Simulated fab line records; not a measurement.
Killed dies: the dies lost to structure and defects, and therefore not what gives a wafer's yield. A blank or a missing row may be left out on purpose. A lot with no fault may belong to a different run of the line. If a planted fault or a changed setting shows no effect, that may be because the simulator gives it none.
One fault seen from 2 desks ; flow berkeley cmos170 ; every desk sees just its own numbers, and what lay behind them comes last

AT THE METROLOGY DESK
What the gauges read for every lot (on any tool): the sampled wafers with a number, averaged. If a lot's mean is further than 4 standard deviations from the usual mean, the lot is out of limits and carries the mark OUT (the distance appears in the brackets).
Columns: A = SPACER_TEOS_THK at UCB170_SPACER_THK_MEAS_01, usual 379 nm; B = CONTACT_PSG_THK at UCB170_CONTACT_THK_MEAS_02, usual 700 nm
lot;first seen here;A;B
L274;day 6 02:07;378;697
L273;day 6 06:01;378;686
L275;day 6 22:14;385;701
L277;day 7 08:59;370;703
L276;day 7 09:43;383;709
L283;day 7 22:05;376;695
L282;day 8 15:48;373;709
L292;day 10 04:00;381;693
L291;day 10 04:13;379;697
L294;day 10 15:56;376;700
This desk's finding: nothing out of limits on any of the 10 lots.

DESK OF THE TOOL OWNER: rtp anneal-01
At UCB170_SILICIDE_RTA_04 (time 15 s), the tool's own readings, given per lot that ran on this tool as the mean of the sampled wafers with a number. If a lot's mean is further than 4 standard deviations from the usual mean, the lot is out of limits and carries the mark OUT (the distance appears in the brackets).
Columns: A = lamp power pct at UCB170_SILICIDE_RTA_04, usual 10.3 %; B = wafer_temp_C_max at UCB170_SILICIDE_RTA_04, usual 652.6
lot;first seen here;A;B
L283;day 8 08:29;9.6;648.4 (-6.6) OUT
L282;day 9 03:38;9.6;648.5 (-6.5) OUT
This desk's finding: out of limits on L282, L283; first on L283, day 8 08:29 (wafer_temp_C_max at UCB170_SILICIDE_RTA_04). In limits: none.

TAKEN TOGETHER
The tool owner's desk had the chance to raise an alarm at day 8 08:29 on L282, L283.
At the metrology desk, nothing out of limits was observed.
The metrology desk holds a record of L282, L283, inside its limits.
UCB170_SILICIDE_RTA_04 was run on rtp anneal-01 by each of the lots named.

WHAT WAS PUT IN BY THE SIMULATOR
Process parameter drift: rtp anneal-01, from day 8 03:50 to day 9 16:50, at UCB170_SILICIDE_RTA_04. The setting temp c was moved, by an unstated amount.
Struck lots among those shown: L282, L283.
Each desk's first reading out of limits, in hours after the fault started: the tool owner's desk, 5.
